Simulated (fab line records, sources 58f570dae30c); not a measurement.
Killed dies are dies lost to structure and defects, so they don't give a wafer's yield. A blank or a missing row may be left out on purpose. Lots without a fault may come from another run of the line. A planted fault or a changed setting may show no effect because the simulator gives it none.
A struck lot beside a sound one | flow berkeley_cmos170 | 14 steps out of a route of 331
Sound: wafers L798.1, L798.3, L798.6. Struck: wafers L808.1, L808.3, L808.4. The cause comes at the end.
At each step with rows: each side's tool, then ch and its chambers, then its first start. Under that, the readings that differ: sound wafers | struck wafers | difference of the means | sigmas: that difference in standard deviations of wafers without a fault.
alike: readings whose means differ by less than 2 such deviations, and words and numbers that are the same on both sides. not compared: withheld readings, readings that some wafer has no value for, bounds like >300 that may hide the same value, and numbers for which the record gives no deviation and whose values overlap.
The two part at a step that has a row with sigmas, a row that says differs or no value, or rows on one side only. Numbers that don't overlap but have no deviation are shown without sigmas and don't part them. A reading that every wafer of one side lacks parts them only if that side has two wafers or more.

first, 3 steps without rows for these wafers: UCB170_PWELL_CLEAN_00 (cleans in SPM, time 600 s); UCB170_PWELL_CLEAN_01 (cleans in dHF, time 60 s); UCB170_PWELL_OXIDATION_02 (target thk 26.4 nm, ox time 1260 s).
UCB170_PWELL_THK_MEAS_03:
  sound on film_metro-03, day 5 07:04; struck on film_metro-03, day 7 08:02
  alike: PWELL_OXIDE_THK
then, 2 steps without rows for these wafers: UCB170_PWELL_ANNEAL_04 (time 900 s); UCB170_PWELL_CVD_05 (deposits Si3N4 from SiH2Cl2/NH3, target thk 220 nm, time 3300 s).
UCB170_PWELL_THK_MEAS_06:
  sound on film_metro-03, day 5 13:58; struck on film_metro-01, day 7 11:46
  alike: PWELL_NITRIDE_THK
then, 5 steps without rows for these wafers: UCB170_PWELL_HMDS_07 (prime time 60 s); UCB170_PWELL_COAT_08 (resist thk 900 nm); UCB170_PWELL_SOFTBAKE_09 (time 60 s); UCB170_PWELL_EXPOSE_10 (exposes mask PWELL, target cd 3000 nm); UCB170_PWELL_PEB_11.
UCB170_PWELL_DEVELOP_12: develop time 45 s.
  sound on litho_track-04 ch 0, day 5 14:00; struck on litho_track-01, day 7 12:00
  no value came back on the struck wafers for chill_plate_temp_C (C), develop_time_s (s), resist_line_temp_C (C); on the sound wafers chill_plate_temp_C (C) reads 22.91 22.93 22.95
  reading                                | sound             | struck            | difference | sigmas
  model.KrF_of_PWELL_COAT_08.thk_nm (nm) | 886.5 885.8 887.1 | 903.9 897.6 899.3 | +13.8      |
UCB170_PWELL_OVL_MEAS_13:
  sound on overlay-02, day 5 14:52; struck on overlay-01, day 7 12:49
  reading        | sound  | struck | difference                    | sigmas
  PWELL_OVL (nm) | -2 1 3 | - - -  | no value on the struck wafers |

WHERE THEY PART
First at UCB170_PWELL_DEVELOP_12; last, within this record, at UCB170_PWELL_OVL_MEAS_13.

WHY: what the simulator had put in
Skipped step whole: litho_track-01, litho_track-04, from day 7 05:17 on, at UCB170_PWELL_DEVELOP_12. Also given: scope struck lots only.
